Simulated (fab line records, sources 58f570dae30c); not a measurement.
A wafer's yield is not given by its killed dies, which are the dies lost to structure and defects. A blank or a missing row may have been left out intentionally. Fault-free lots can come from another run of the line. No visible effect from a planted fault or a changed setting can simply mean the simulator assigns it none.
Comparing a struck lot with a sound one / flow berkeleyCmos170 / 15 out of 331 route steps
Sound: wafers L773.1, L773.2, L773.6. Wafers L783.3, L783.4, L783.5 were the ones struck. The cause comes at the end.
For every step that has rows: the tool of each side, followed by ch and its chambers, followed by its first start. Under that, the readings that differ: sound wafers / struck wafers / difference of the means / sigmas: that difference in standard deviations of wafers without a fault.
alike: same words and numbers on both sides, and readings whose means sit less than 2 such deviations apart. not compared: any withheld reading, any reading some wafer has no value for, any bound like >300 that may hide the same value, and any number with overlapping values for which the record gives no deviation.
Wherever a step has rows on one side only, a row that says differs or no value, or a row with sigmas, the two part there. Numbers that have no deviation but don't overlap get no sigmas and don't part them. A reading missing from all wafers of one side parts the sides only when that side holds two or more wafers.

first, 1 step without rows for these wafers: UCB170_NVT_IMPLANT_07.
UCB170_NVT_STRIP_08: strips in O2.
  sound on plasmaAsher-02 ch 0,1, day 7 19:44; struck on plasmaAsher-01 ch 0,1, day 9 17:55
  alike: drypumpMotorCurrentA, o2FlowSccm, oesProductAu, stripTimeToEndpointS
  not compared: rfHoursCounterH
UCB170_NVT_TW_MEAS_09:
  struck on filmMetro-04, day 9 18:00; sound on filmMetro-04, day 7 19:50
  alike: NVT_TW
then, 7 steps without rows for these wafers: UCB170_NVT_CLEAN_10 (cleans in SPM, time 600 s); UCB170_PVT_HMDS_00 (prime time 60 s); UCB170_PVT_COAT_01 (resist thk 900 nm); UCB170_PVT_SOFTBAKE_02 (time 60 s); UCB170_PVT_EXPOSE_03 (exposes mask NWELL, target cd 3000 nm); UCB170_PVT_PEB_04; UCB170_PVT_DEVELOP_05 (develop time 45 s).
UCB170_PVT_OVL_MEAS_06:
  struck on overlay-02, day 9 19:44; sound on overlay-01, day 7 23:35
  alike: PVT_OVL
following that, these wafers have no rows for 1 step: UCB170_PVT_IMPLANT_07.
UCB170_PVT_STRIP_08: strips in O2.
  sound on plasmaAsher-01 ch 0,1, day 7 23:46; struck on plasmaAsher-01 ch 0,1, day 9 19:56
reading=o2FlowSccm (sccm); sound=400.0 400.4 399.8; struck=477.0 481.2 479.6; difference=+79.2; sigmas=+61
reading=oesProductAu (a.u.); sound=0.727 0.740 0.721; struck=0.744 0.744 0.752; difference=+0.017; sigmas=+3
reading=stripTimeToEndpointS (s); sound=21.77 21.66 21.68; struck=21.21 21.21 21.15; difference=-0.51; sigmas=-8
  alike: drypumpMotorCurrentA
  not compared: rfHoursCounterH
UCB170_PVT_TW_MEAS_09:
  struck on filmMetro-04, day 9 20:02; sound on filmMetro-02, day 7 23:52
reading=PVT_TW; sound=504.5 505.5 506.1; struck=500.7 500.2 499.3; difference=-5.3; sigmas=-2
-- the record jumps here: 2 days lie between the struck wafers' starts before and after (it left off in module PVT and takes up again in module M3, whose first step shown is number 331 of the route) --
UCB170_M3_PROBE_99:
  record: rows for the struck wafers here (prober-02, day 12 02:50), none for the sound ones

WHERE THEY PART
First at UCB170_PVT_STRIP_08; last, within this record, at UCB170_M3_PROBE_99.

WHY: the cause the simulator had injected
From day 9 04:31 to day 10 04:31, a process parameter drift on plasmaAsher-01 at UCB170_PVT_STRIP_08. The setting o2FlowSccm was moved by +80, starting from 400. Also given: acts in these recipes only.
